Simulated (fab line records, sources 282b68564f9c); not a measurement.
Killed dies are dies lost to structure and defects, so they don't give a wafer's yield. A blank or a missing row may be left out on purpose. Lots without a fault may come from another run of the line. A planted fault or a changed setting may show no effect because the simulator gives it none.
Which tool did it? | flow rit_cmos | 6 lots, 18 wafers sampled, at 2 steps of a route of 202

WHAT THE GAUGES READ, wafer by wafer
RIT_ACTIVE_THK_MEAS_04.
lot  | measured    | on            | ACTIVE_NITRIDE_THK (nm)
L925 | day 1 20:02 | film_metro-03 | 151.0 150.9 151.1
L927 | day 2 04:57 | film_metro-01 | 148.9 148.6 149.1
L929 | day 2 14:32 | film_metro-01 | 150.8 152.0 151.9
L933 | day 3 11:16 | film_metro-02 | 114.3 115.4 116.2
L940 | day 4 21:43 | film_metro-03 | 149.7 149.2 149.0
L947 | day 6 09:19 | film_metro-03 | 152.3 151.5 152.5

WHICH TOOL RAN EACH LOT (tool, then ch and the chambers of the sampled wafers, then the start)
lot  | RIT_ACTIVE_CVD_03
L925 | lpcvd-01 ch 1, day 1 18:36
L927 | lpcvd-02 ch 1, day 2 03:31
L929 | lpcvd-01 ch 1, day 2 13:07
L933 | lpcvd-02 ch 1, day 3 09:50
L940 | lpcvd-01 ch 1, day 4 20:17
L947 | lpcvd-01 ch 0, day 6 07:52
- RIT_ACTIVE_CVD_03: deposits Si3N4 from SiH2Cl2/NH3, target thk 150 nm, time 1500 s.

THE ANSWER, worked out from the rows above alone
Rule: what is usual is taken from the lots themselves. Put in order of their means at a reading, lots are off if they are a third of the lots or fewer, leave a main group of 4 or more, and stand apart from it by a gap of 3 or more times the standard deviation of the main group's means; of several such gaps the widest counts. A main group whose means are all the same, to the digits that the tables above print for the reading, isn't used. A lot without any number at a reading at which 4 lots or more have one is off too. The other lots that the step has rows for count as sound.
Off: L933, at RIT_ACTIVE_THK_MEAS_04 (ACTIVE_NITRIDE_THK). The main group: mean 150.6 nm, standard deviation 1.3.
A tool fits if, at a process step before that reading, it ran every lot that is off, and no sound lot after the first of them. The gauges at RIT_ACTIVE_THK_MEAS_04 are tried like those tools. Can't be told from this: 2 tools fit, lpcvd-02 at RIT_ACTIVE_CVD_03, film_metro-02 at RIT_ACTIVE_THK_MEAS_04.

WHAT THE SIMULATOR HAD PUT IN
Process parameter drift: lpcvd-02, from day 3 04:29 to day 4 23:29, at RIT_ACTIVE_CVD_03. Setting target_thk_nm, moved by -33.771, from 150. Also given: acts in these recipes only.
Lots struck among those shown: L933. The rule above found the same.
